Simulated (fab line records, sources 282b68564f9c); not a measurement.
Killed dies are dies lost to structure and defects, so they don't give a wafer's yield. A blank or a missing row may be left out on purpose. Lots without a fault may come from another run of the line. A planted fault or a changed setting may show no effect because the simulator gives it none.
A struck lot beside a sound one | flow rit_cmos | 16 steps out of a route of 202
Sound: wafers L265.1, L265.3, L265.6. Struck: wafers L272.2, L272.3, L272.5. The cause comes at the end.
At each step with rows: each side's tool, then ch and its chambers, then its first start. Under that, the readings that differ: sound wafers | struck wafers | difference of the means | sigmas: that difference in standard deviations of wafers without a fault.
alike: readings whose means differ by less than 2 such deviations, and words and numbers that are the same on both sides. not compared: withheld readings, readings that some wafer has no value for, bounds like >300 that may hide the same value, and numbers for which the record gives no deviation and whose values overlap.
The two part at a step that has a row with sigmas, a row that says differs or no value, or rows on one side only. Numbers that don't overlap but have no deviation are shown without sigmas and don't part them. A reading that every wafer of one side lacks parts them only if that side has two wafers or more.

RIT_GATE_THK_MEAS_07:
  sound on film_metro-03, day 2 10:40; struck on film_metro-01, day 4 05:28
  alike: GATE_OXIDE_THK
then, 1 step without rows for these wafers: RIT_GATE_CVD_08 (deposits poly-Si from SiH4, target thk 250 nm, time 2220 s).
RIT_GATE_THK_MEAS_09:
  sound on film_metro-04, day 2 12:21; struck on film_metro-03, day 4 07:08
  alike: GATE_POLY_THK
then, 6 steps without rows for these wafers: RIT_GATE_HMDS_10 (prime time 60 s); RIT_GATE_COAT_11 (resist thk 850 nm); RIT_GATE_SOFTBAKE_12 (time 60 s); RIT_GATE_EXPOSE_13 (exposes mask M6, target cd 150 nm); RIT_GATE_PEB_14; RIT_GATE_DEVELOP_15 (develop time 50 s).
RIT_GATE_CD_MEAS_16: target cd 150 nm.
  sound on cd_sem-01, day 2 13:25; struck on cd_sem-02, day 4 08:09
  alike: cd_nm
RIT_GATE_OVL_MEAS_17:
  sound on overlay-01, day 2 13:32; struck on overlay-02, day 4 08:15
  alike: GATE_OVL
then, 1 step without rows for these wafers: RIT_GATE_HARDBAKE_18 (time 60 s).
RIT_GATE_ETCH_19: etches poly-Si in SF6/CHF3/O2, stops on SiO2, time 165 s, target depth 312.5 nm.
  sound on rie_si-01 ch 0,2,3, day 2 13:56; struck on rie_si-02 ch 2,3, day 4 08:26
  no value came back on the struck wafers for any of 6 readings (CHF3_flow_sccm (sccm), O2_flow_sccm (sccm) and others); on the sound wafers CHF3_flow_sccm (sccm) reads 29.99 30.07 30.03
  reading                                     | sound             | struck            | difference | sigmas
  model.NOVOLAK_of_GATE_COAT_11.thk_nm (nm)   | 675.2 673.3 670.1 | 757.9 757.1 755.1 | +83.8      |
  model.SiO2_of_FOX2_OXIDATION_00.thk_nm (nm) | 236.3 234.4 231.7 | 263.7 257.5 252.8 | +23.9      |
  not compared: rf_hours_counter_h
RIT_GATE_STRIP_20: strips in O2, time 180 s.
  sound on plasma_asher-01 ch 0,1, day 2 14:03; struck on plasma_asher-01 ch 0,1, day 4 08:32
  alike: drypump_motor_current_A, rf_refl_power_W
  not compared: rf_hours_counter_h
RIT_GATE_CD_MEAS_90: target cd 150 nm.
  sound on cd_sem-01, day 2 14:13; struck on cd_sem-01, day 4 08:44
  reading    | sound             | struck | difference                    | sigmas
  cd_nm (nm) | 151.5 150.5 153.2 | - - -  | no value on the struck wafers |
RIT_M1_PROBE_99:
  sound on prober-02, day 3 09:40; struck on prober-01, day 5 04:38
  reading             | sound | struck      | difference | sigmas
  killed_at_front_end | 9 2 2 | 264 264 264 | +260       | +84
  killed_dies         | 9 2 2 | 264 264 264 | +260       | +84
  killed_on_rim       | 2 0 1 | 70 70 70    | +69        | +49
  alike: killed_at_contacts, killed_open, killed_short

WHERE THEY PART
First at RIT_GATE_ETCH_19; last, within this record, at RIT_M1_PROBE_99.

WHY: what the simulator had put in
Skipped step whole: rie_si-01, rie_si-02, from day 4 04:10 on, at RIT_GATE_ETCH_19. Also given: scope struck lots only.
